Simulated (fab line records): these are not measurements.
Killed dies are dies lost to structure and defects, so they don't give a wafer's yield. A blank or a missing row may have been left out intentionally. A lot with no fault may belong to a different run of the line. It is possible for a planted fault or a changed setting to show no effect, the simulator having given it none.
2 desks, one fault | flow berkeley_cmos170 | each desk holds nothing but its own numbers, with what lay behind them at the end

== AT THE METROLOGY DESK ==
What the gauges read, lot by lot, whatever tool the lot ran on: means of the sampled wafers that have a number. Marked OUT: a lot whose mean sits more than 4 standard deviations from the usual mean, which makes it out of limits; the brackets give that distance.
Columns: A = START_OXIDE_THK at UCB170_START_THK_MEAS_03, usual 20.0 nm; B = NWELL_OXIDE_THK at UCB170_NWELL_THK_MEAS_02, usual 26.0 nm; C = cd_nm at UCB170_NLDD_CD_MEAS_06, usual 1200.1 nm
lot  | first seen here | A    | B    | C
L380 | day 1 15:00     | 20.5 | 27.2 | 1199.7
L381 | day 1 19:03     | 20.0 | 26.7 | 1201.4
L383 | day 2 03:49     | 20.2 | 26.3 | 1198.7
L385 | day 2 12:43     | 19.3 | 25.7 | 1201.6
L384 | day 2 12:44     | 20.4 | 25.4 | 1199.2
L386 | day 2 19:23     | 19.7 | 25.3 | 1199.6
L388 | day 3 07:26     | 20.0 | 26.1 | 1201.7
L389 | day 3 11:40     | 19.6 | 25.7 | 1200.9
L394 | day 4 11:44     | 20.1 | 26.0 | 1199.6
L396 | day 4 21:50     | 20.4 | 25.3 | 1030.6 (-99 or more) OUT
L397 | day 5 02:04     | 20.1 | 25.8 | 1032.9 (-98) OUT
L399 | day 5 12:54     | 20.1 | 26.2 | 1199.0
L401 | day 6 01:50     | 19.9 | 26.1 | 1198.2
L402 | day 6 01:50     | 19.8 | 26.2 | 1201.5
Finding of this desk: L396, L397 out of limits; the first was L397 at day 9 18:09, on cd_nm at UCB170_NLDD_CD_MEAS_06. L380, L381, L383, L385, L384, L386, L388, L389, L394, L399, L401, L402: within limits.

== THE TOOL OWNER'S DESK: litho_track-04 ==
UCB170_NLDD_PEB_04, tool's own readings: per-lot mean of the sampled wafers with a number, covering each lot this tool ran. Marked OUT: a lot whose mean sits more than 4 standard deviations from the usual mean, which makes it out of limits; the brackets give that distance.
Columns: A = heater_power_total_W at UCB170_NLDD_PEB_04, usual 56.81 W; B = plate_temp_C at UCB170_NLDD_PEB_04, usual 130.00 C
lot  | first seen here | A                       | B
L381 | day 5 18:16     | 56.81                   | 129.81
L383 | day 6 09:03     | 56.83                   | 130.00
L385 | day 6 23:12     | 56.80                   | 130.14
L389 | day 7 09:15     | 56.81                   | 130.08
L388 | day 7 09:35     | 56.84                   | 129.97
L386 | day 7 10:05     | 56.86                   | 130.09
L397 | day 9 17:53     | 48.86 (-99 or more) OUT | 115.93 (-99 or more) OUT
L396 | day 9 22:21     | 48.90 (-99 or more) OUT | 116.02 (-99 or more) OUT
Finding of this desk: L396, L397 out of limits; the first was L397 at day 9 17:53, on heater_power_total_W at UCB170_NLDD_PEB_04. L381, L383, L385, L389, L388, L386: within limits.

== TAKEN TOGETHER ==
At day 9 17:53, on L396, L397, the tool owner's desk was in a position to raise an alarm.
Metrology desk: alarm possible at day 9 18:09 on L396, L397.
Every lot named ran UCB170_NLDD_PEB_04 on litho_track-04.

== WHAT WAS PUT IN BY THE SIMULATOR ==
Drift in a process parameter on litho_track-04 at UCB170_NLDD_PEB_04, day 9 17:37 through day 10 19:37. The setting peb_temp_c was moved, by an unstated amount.
Shown lots that were struck: L396, L397.
Delay (hours) between the fault's onset and each desk's first out-of-limits reading: 0 at the tool owner's desk, 1 at the metrology desk.
